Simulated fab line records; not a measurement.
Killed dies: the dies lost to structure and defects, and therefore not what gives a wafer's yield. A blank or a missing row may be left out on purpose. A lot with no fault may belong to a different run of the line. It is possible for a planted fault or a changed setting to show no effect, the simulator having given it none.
The same fault as seen by 2 desks + flow berkeleyCmos170 + each desk has only its own numbers; what lay behind them comes last

## DESK OF THE TOOL OWNER: implanter-02
The tool's own readings at UCB170_NWELL_IMPLANT_14: means of the sampled wafers that have a number, for each lot that ran on this tool. The brackets show how far a lot's mean lies from the usual mean; more than 4 standard deviations puts the lot out of limits, marked OUT.
Columns: A = tiltDeg at UCB170_NWELL_IMPLANT_14, usual 6.993 degrees
| lot  | first seen here | A               |
|------|-----------------|-----------------|
| L477 | day 2 19:11     | 6.995           |
| L483 | day 3 18:55     | 6.991           |
| L484 | day 4 00:46     | 7.018           |
| L488 | day 5 06:59     | 6.184 (-43) OUT |
| L492 | day 5 20:56     | 6.210 (-41) OUT |
This desk finds L488, L492 out of limits, L488 being first, at day 5 06:59 (tiltDeg at UCB170_NWELL_IMPLANT_14). L477, L483, L484 stayed within limits.

## THE METROLOGY DESK
What the gauges read for every lot (on any tool): the sampled wafers with a number, averaged. The brackets show how far a lot's mean lies from the usual mean; more than 4 standard deviations puts the lot out of limits, marked OUT.
Columns: A = NVT_TW at UCB170_NVT_TW_MEAS_09, usual 523.8
| lot  | first seen here | A     |
|------|-----------------|-------|
| L476 | day 6 12:56     | 522.6 |
| L477 | day 6 13:02     | 529.0 |
| L478 | day 6 22:59     | 527.6 |
| L481 | day 8 00:26     | 521.1 |
| L483 | day 8 00:52     | 522.6 |
| L482 | day 8 00:59     | 523.4 |
| L484 | day 8 01:16     | 525.5 |
| L487 | day 8 19:47     | 521.8 |
| L490 | day 9 04:53     | 520.7 |
| L488 | day 9 09:15     | 522.7 |
| L492 | day 10 00:55    | 520.8 |
| L496 | day 10 14:01    | 520.7 |
| L497 | day 11 04:58    | 527.0 |
| L499 | day 11 14:59    | 528.2 |
This desk's finding: nothing out of limits on any of the 14 lots.

## TAKEN TOGETHER
On L488, L492, at day 5 06:59, an alarm was possible from the tool owner's desk.
Nothing out of limits was seen by the metrology desk.
The metrology desk has L488, L492 on record, within its limits.
The lots listed all ran UCB170_NWELL_IMPLANT_14 on implanter-02.

## WHAT THE SIMULATOR PUT IN
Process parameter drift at UCB170_NWELL_IMPLANT_14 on implanter-02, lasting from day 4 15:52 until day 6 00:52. Setting tiltDeg, moved by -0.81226, from 7. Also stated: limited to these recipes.
Shown lots that were struck: L488, L492.
How many hours passed from the start of the fault until each desk's first out-of-limits reading: the tool owner's desk, 15.
